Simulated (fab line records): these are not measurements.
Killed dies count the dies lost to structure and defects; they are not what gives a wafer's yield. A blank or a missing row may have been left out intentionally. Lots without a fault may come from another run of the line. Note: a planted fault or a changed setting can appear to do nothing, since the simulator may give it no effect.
Struck lot and sound lot, side by side | flow rit_cmos | 16 steps out of a route of 202
Sound: the wafers L898.2, L898.3, L898.4. Struck: wafers L900.1, L900.3, L900.5. Last of all comes the cause.
Each step with rows lists, per side, the tool, then ch with its chambers, then its first start. Under that, the readings that differ: sound wafers | struck wafers | difference of the means | sigmas: that difference in standard deviations of wafers without a fault.
alike: same words and numbers on both sides, and readings whose means sit less than 2 such deviations apart. not compared: any withheld reading, any reading some wafer has no value for, any bound like >300 that may hide the same value, and any number with overlapping values for which the record gives no deviation.
A row with sigmas, a row that says differs or no value, or rows on one side alone: a step with any of these is where the two part. When numbers do not overlap yet have no deviation, they are printed without sigmas and do not part them. Lack of a reading on every wafer of one side parts them only where that side has two or more wafers.

first, 4 steps without rows for these wafers: RIT_ACTIVE_SOFTBAKE_07 (time 60 s); RIT_ACTIVE_EXPOSE_08 (exposes mask M1, target cd 1400 nm); RIT_ACTIVE_PEB_09; RIT_ACTIVE_DEVELOP_10 (develop time 50 s).
RIT_ACTIVE_CD_MEAS_11 targets a cd of 1400 nm.
  sound on cd_sem-02 at day 2 10:31; struck on cd_sem-01 at day 2 20:34
  alike: cd_nm
then, 1 step without rows for these wafers: RIT_ACTIVE_HARDBAKE_12 (time 60 s).
RIT_ACTIVE_ETCH_13: etches Si3N4 in SF6, stops on SiO2, time 210 s, target depth 210 nm.
  sound on rie_diel-01 ch 0,1,3, day 2 10:46; struck on rie_diel-02 ch 0,2,3, day 2 20:50
  reading                | sound          | struck         | difference | sigmas
  throttle_valve_pct (%) | 7.36 7.38 7.41 | 7.52 7.59 7.68 | +0.21      | +2
  alike: drypump_motor_current_A, oes_product_au, rf_fwd_power_W
  not compared: rf_hours_counter_h
RIT_ACTIVE_STRIP_14: strips in O2, time 180 s.
  sound on plasma_asher-01 ch 0,1, day 2 10:54; struck on plasma_asher-01 ch 0,1, day 2 20:58
  reading             | sound          | struck         | difference | sigmas
  o2_flow_sccm (sccm) | 3984 3991 4000 | 4016 4019 4013 | +24        | +2
  alike: drypump_motor_current_A
  not compared: rf_hours_counter_h
RIT_ACTIVE_CD_MEAS_90 targets a cd of 1400 nm.
  sound on cd_sem-02 at day 2 11:05; struck on cd_sem-02 at day 2 21:08
  alike: cd_nm
then, 3 steps without rows for these wafers: RIT_ACTIVE_CLEAN_15 (cleans in SC1, time 600 s); RIT_ACTIVE_CLEAN_16 (cleans in dHF, time 30 s); RIT_ACTIVE_CLEAN_17 (cleans in SC2, time 600 s).
RIT_FOX1_OXIDATION_00: target thk 350.7 nm, ox time 1130 s.
  sound on furnace-04 ch 0, day 2 12:04; struck on furnace-04 ch 0, day 2 21:46
  reading                                     | sound                | struck               | difference | sigmas
  spike_tc_centre_C (C)                       | 1102.2 1100.4 1102.2 | 1061.1 1061.0 1061.5 | -40.4      | -37
  spike_tc_load_C (C)                         | 1126.4 1127.0 1129.1 | 1087.2 1088.3 1086.7 | -40.1      | -21
  spike_tc_source_C (C)                       | 1123.9 1124.6 1121.4 | 1084.5 1082.6 1083.0 | -39.9      | -17
  tube_center_temp_C (C)                      | 1100.2 1099.9 1100   | 1060 1059.9 1060     | -40        | -99 or more
  tube_center_temp_C_max                      | 1102.4 1102.5 1102.6 | 1062.9 1062.2 1062.4 | -40.0      | -91
  zone_power_load_pct (%)                     | 42.4 42.4 42.4       | 38.8 38.4 38.8       | -3.7       | -4
  model.SiO2_of_FOX1_OXIDATION_00.thk_nm (nm) | 353.5 359.5 354.6    | 275.8 278.2 280.5    | -77.7      |
  alike: zone_power_centre_pct
RIT_FOX1_THK_MEAS_01:
  sound on film_metro-01 at day 2 13:23; struck on film_metro-04 at day 2 23:04
  reading             | sound       | struck      | difference | sigmas
  FOX1_OXIDE_THK (nm) | 354 360 355 | 276 278 281 | -78        | -11
then, 1 step without rows for these wafers: RIT_FOX1_WET_ETCH_02 (etches SiO2 in BOE, target depth 350 nm, time 390 s).
-- the record jumps here: 2 days lie between the struck wafers' starts before and after (it left off in module FOX1 and takes up again in module M1, whose first step shown is number 202 of the route) --
RIT_M1_PROBE_99:
  sound on prober-02 at day 4 17:41; struck on prober-02 at day 5 00:04
  reading                             | sound             | struck            | difference | sigmas
  model.etest.pplus_sal.width_nm (nm) | 3446 3430 3454    | 3525 3522 3509    | +75        |
  model.etest.nplus_sal.width_nm (nm) | 3424 3420 3440    | 3530 3532 3518    | +99        |
  model.etest.nldd.width_nm (nm)      | 3187 3172 3184    | 3248 3252 3232    | +63        |
  model.etest.pldd.width_nm (nm)      | 3183 3169 3198    | 3243 3249 3242    | +61        |
  model.etest.nmos_narrow.drive_ua_um | 233.7 229.1 231.6 | 250 245.5 242.3   | +14        |
  model.etest.pmos_narrow.drive_ua_um | 106.1 103.8 105.5 | 109.9 108.7 107.4 | +3.5       |
  model.etest.pplus_sal.line_ohm_um   | 1.259 1.27 1.25   | 1.221 1.228 1.223 | -0.036     |
  alike: killed_at_M0_to_M3, killed_at_contacts, killed_at_front_end, killed_dies, killed_open, killed_short
  not compared: model.etest.nplus_sal.line_ohm_um

WHERE THEY PART
Last at RIT_FOX1_THK_MEAS_01 as far as this record goes, first at RIT_ACTIVE_ETCH_13. Later steps at which nothing parts them and some readings are alike: RIT_M1_PROBE_99.

WHY: what had been put in by the simulator
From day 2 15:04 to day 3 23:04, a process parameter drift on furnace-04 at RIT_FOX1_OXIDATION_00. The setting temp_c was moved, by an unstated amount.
